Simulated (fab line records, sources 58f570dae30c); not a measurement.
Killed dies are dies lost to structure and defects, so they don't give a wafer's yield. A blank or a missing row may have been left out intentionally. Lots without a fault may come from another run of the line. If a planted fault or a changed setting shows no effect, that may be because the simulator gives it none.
Which tool is to blame? / flow berkeley-cmos170 / Sampling: 14 lots, 42 wafers, 4 of 331 route steps

== WHAT THE GAUGES READ, wafer by wafer ==
UCB170_M1_THK_MEAS_02: measures by xrf. Usual: M1_AL_THK 592 nm, standard deviation 6.1.
lot=L362; measured=day 6 22:58; on=film-metro-02; M1_AL_THK (nm)=603 609 604; flag=
lot=L365; measured=day 7 20:44; on=film-metro-02; M1_AL_THK (nm)=586 584 582; flag=
lot=L366; measured=day 7 20:44; on=film-metro-04; M1_AL_THK (nm)=593 600 590; flag=
lot=L367; measured=day 7 23:02; on=film-metro-04; M1_AL_THK (nm)=588 581 593; flag=
lot=L369; measured=day 8 12:15; on=film-metro-02; M1_AL_THK (nm)=587 596 588; flag=
lot=L368; measured=day 8 15:08; on=film-metro-01; M1_AL_THK (nm)=589 589 591; flag=
lot=L371; measured=day 8 21:51; on=film-metro-02; M1_AL_THK (nm)=587 591 589; flag=
lot=L370; measured=day 9 00:21; on=film-metro-02; M1_AL_THK (nm)=592 586 581; flag=
lot=L374; measured=day 9 11:15; on=film-metro-02; M1_AL_THK (nm)=581 589 587; flag=
lot=L378; measured=day 10 02:59; on=film-metro-01; M1_AL_THK (nm)=599 594 593; flag=
lot=L380; measured=day 10 11:23; on=film-metro-02; M1_AL_THK (nm)=587 593 589; flag=
lot=L383; measured=day 11 01:48; on=film-metro-01; M1_AL_THK (nm)=589 587 581; flag=
lot=L384; measured=day 11 16:12; on=film-metro-04; M1_AL_THK (nm)=595 597 600; flag=
lot=L385; measured=day 11 16:25; on=film-metro-01; M1_AL_THK (nm)=599 598 594; flag=

UCB170_M2_OVL_MEAS_16. Usual: M2_OVL 3 nm, standard deviation 5.3.
lot=L362; measured=day 7 08:22; on=overlay-02; M2_OVL (nm)=7 10 7; flag=
lot=L365; measured=day 8 08:04; on=overlay-01; M2_OVL (nm)=8 4 9; flag=
lot=L366; measured=day 8 08:19; on=overlay-01; M2_OVL (nm)=-9 2 -7; flag=
lot=L367; measured=day 8 08:49; on=overlay-01; M2_OVL (nm)=10 -1 4; flag=
lot=L369; measured=day 9 02:12; on=overlay-02; M2_OVL (nm)=3 -4 1; flag=
lot=L368; measured=day 9 02:03; on=overlay-02; M2_OVL (nm)=3 10 3; flag=
lot=L371; measured=day 9 08:57; on=overlay-02; M2_OVL (nm)=-4 5 -7; flag=
lot=L370; measured=day 9 12:19; on=overlay-01; M2_OVL (nm)=-5 -12 -6; flag=
lot=L374; measured=day 9 21:31; on=overlay-01; M2_OVL (nm)=4 6 2; flag=
lot=L378; measured=day 10 17:26; on=overlay-01; M2_OVL (nm)=9 12 14; flag=
lot=L380; measured=day 10 21:21; on=overlay-02; M2_OVL (nm)=9 2 8; flag=
lot=L383; measured=day 11 17:29; on=overlay-02; M2_OVL (nm)=1 5 5; flag=
lot=L384; measured=day 12 05:57; on=overlay-02; M2_OVL (nm)=8 10 9; flag=
lot=L385; measured=day 12 06:31; on=overlay-02; M2_OVL (nm)=-1 -2 2; flag=

== EACH LOT AND THE TOOL THAT RAN IT (in order: tool; ch and the chambers of the sampled wafers; start) ==
lot=L362; UCB170_M1_ETCH_11=rie-diel-03 ch 0,1,3, day 7 00:23; UCB170_M2_PRE_CLEAN_00=pvd-sputter-01, day 7 06:08
lot=L365; UCB170_M1_ETCH_11=rie-diel-01 ch 1,2,3, day 7 22:01; UCB170_M2_PRE_CLEAN_00=pvd-sputter-03, day 8 05:26
lot=L366; UCB170_M1_ETCH_11=rie-diel-04 ch 1,3, day 7 22:08; UCB170_M2_PRE_CLEAN_00=pvd-sputter-02, day 8 05:32
lot=L367; UCB170_M1_ETCH_11=rie-diel-01 ch 0,2, day 8 00:20; UCB170_M2_PRE_CLEAN_00=pvd-sputter-03, day 8 05:59
lot=L369; UCB170_M1_ETCH_11=rie-diel-03 ch 0,2, day 8 14:58; UCB170_M2_PRE_CLEAN_00=pvd-sputter-02, day 8 23:44
lot=L368; UCB170_M1_ETCH_11=rie-diel-03 ch 1,2,3, day 8 17:19; UCB170_M2_PRE_CLEAN_00=pvd-sputter-03, day 8 23:22
lot=L371; UCB170_M1_ETCH_11=rie-diel-03 ch 2,3, day 8 23:10; UCB170_M2_PRE_CLEAN_00=pvd-sputter-03, day 9 06:45
lot=L370; UCB170_M1_ETCH_11=rie-diel-03 ch 2,3, day 9 01:59; UCB170_M2_PRE_CLEAN_00=pvd-sputter-03, day 9 09:37
lot=L374; UCB170_M1_ETCH_11=rie-diel-04 ch 0,2,3, day 9 12:30; UCB170_M2_PRE_CLEAN_00=pvd-sputter-01, day 9 19:13
lot=L378; UCB170_M1_ETCH_11=rie-diel-04 ch 1,2,3, day 10 04:18; UCB170_M2_PRE_CLEAN_00=pvd-sputter-01, day 10 14:14
lot=L380; UCB170_M1_ETCH_11=rie-diel-04 ch 1,2, day 10 12:29; UCB170_M2_PRE_CLEAN_00=pvd-sputter-01, day 10 19:10
lot=L383; UCB170_M1_ETCH_11=rie-diel-04 ch 0,2, day 11 03:08; UCB170_M2_PRE_CLEAN_00=pvd-sputter-01, day 11 14:37
lot=L384; UCB170_M1_ETCH_11=rie-diel-04 ch 0,1,3, day 11 17:58; UCB170_M2_PRE_CLEAN_00=pvd-sputter-02, day 12 03:49
lot=L385; UCB170_M1_ETCH_11=rie-diel-01 ch 1,3, day 11 18:11; UCB170_M2_PRE_CLEAN_00=pvd-sputter-01, day 12 04:05
- UCB170_M1_ETCH_11: etches BARC in N2/H2.
- UCB170_M2_PRE_CLEAN_00: preclean etch time 60 s.

== WHAT THE TOOLS THEMSELVES READ (means of the sampled wafers that have a number; where no wafer has one, the mark that the record gives instead) ==
UCB170_M1_ETCH_11. Usual: drypump-motor-current-A 6.0 A, standard deviation 0.55; n2-flow-sccm 100.0 sccm, standard deviation 0.32; oes-product-au 1.010 a.u., standard deviation 0.015; rf-fwd-power-W 494.9 W, standard deviation 2.1; throttle-valve-pct 13.26 %, standard deviation 0.18.
lot=L362; tool=rie-diel-03; drypump-motor-current-A (A)=5.9; n2-flow-sccm (sccm)=100.3; oes-product-au (a.u.)=1.018; rf-fwd-power-W (W)=493.6; throttle-valve-pct (%)=13.37; flag=
lot=L365; tool=rie-diel-01; drypump-motor-current-A (A)=6.1; n2-flow-sccm (sccm)=100.0; oes-product-au (a.u.)=1.015; rf-fwd-power-W (W)=494.8; throttle-valve-pct (%)=13.11; flag=
lot=L366; tool=rie-diel-04; drypump-motor-current-A (A)=6.1; n2-flow-sccm (sccm)=99.9; oes-product-au (a.u.)=0.998; rf-fwd-power-W (W)=494.4; throttle-valve-pct (%)=13.29; flag=
lot=L367; tool=rie-diel-01; drypump-motor-current-A (A)=6.7; n2-flow-sccm (sccm)=99.9; oes-product-au (a.u.)=1.018; rf-fwd-power-W (W)=494.1; throttle-valve-pct (%)=13.19; flag=
lot=L369; tool=rie-diel-03; drypump-motor-current-A (A)=5.7; n2-flow-sccm (sccm)=100.3; oes-product-au (a.u.)=1.009; rf-fwd-power-W (W)=494.9; throttle-valve-pct (%)=13.29; flag=
lot=L368; tool=rie-diel-03; drypump-motor-current-A (A)=5.8; n2-flow-sccm (sccm)=100.2; oes-product-au (a.u.)=1.015; rf-fwd-power-W (W)=495.5; throttle-valve-pct (%)=13.35; flag=
lot=L371; tool=rie-diel-03; drypump-motor-current-A (A)=5.9; n2-flow-sccm (sccm)=100.4; oes-product-au (a.u.)=1.036; rf-fwd-power-W (W)=493.8; throttle-valve-pct (%)=13.37; flag=
lot=L370; tool=rie-diel-03; drypump-motor-current-A (A)=5.9; n2-flow-sccm (sccm)=100.0; oes-product-au (a.u.)=1.029; rf-fwd-power-W (W)=494.2; throttle-valve-pct (%)=13.38; flag=
lot=L374; tool=rie-diel-04; drypump-motor-current-A (A)=5.9; n2-flow-sccm (sccm)=99.8; oes-product-au (a.u.)=1.010; rf-fwd-power-W (W)=495.4; throttle-valve-pct (%)=13.33; flag=
lot=L378; tool=rie-diel-04; drypump-motor-current-A (A)=6.2; n2-flow-sccm (sccm)=100.2; oes-product-au (a.u.)=0.990; rf-fwd-power-W (W)=496.9; throttle-valve-pct (%)=13.18; flag=
lot=L380; tool=rie-diel-04; drypump-motor-current-A (A)=6.3; n2-flow-sccm (sccm)=100.0; oes-product-au (a.u.)=0.989; rf-fwd-power-W (W)=497.0; throttle-valve-pct (%)=13.07; flag=
lot=L383; tool=rie-diel-04; drypump-motor-current-A (A)=6.1; n2-flow-sccm (sccm)=100.1; oes-product-au (a.u.)=1.003; rf-fwd-power-W (W)=496.2; throttle-valve-pct (%)=13.22; flag=
lot=L384; tool=rie-diel-04; drypump-motor-current-A (A)=5.6; n2-flow-sccm (sccm)=100.2; oes-product-au (a.u.)=1.012; rf-fwd-power-W (W)=496.4; throttle-valve-pct (%)=13.34; flag=
lot=L385; tool=rie-diel-01; drypump-motor-current-A (A)=5.6; n2-flow-sccm (sccm)=100.3; oes-product-au (a.u.)=1.010; rf-fwd-power-W (W)=494.6; throttle-valve-pct (%)=13.11; flag=

== THE ANSWER, worked out from the rows above alone ==
Rule: a lot is off if the mean of its wafers that have a number lies more than 3 standard deviations from the usual mean. Also off: a lot with no number at a reading for which 4 or more lots have one. All remaining lots with rows at the step are treated as sound. First the gauges in route order, then the tools' own readings, where a lot's mean is used as printed above. The first step at which some lot is off is used, and at that step the reading that is off furthest; a lot without a number counts as furthest.
None of the lots is off at any reading shown; this tells nothing.

== WHAT HAD BEEN PUT IN BY THE SIMULATOR ==
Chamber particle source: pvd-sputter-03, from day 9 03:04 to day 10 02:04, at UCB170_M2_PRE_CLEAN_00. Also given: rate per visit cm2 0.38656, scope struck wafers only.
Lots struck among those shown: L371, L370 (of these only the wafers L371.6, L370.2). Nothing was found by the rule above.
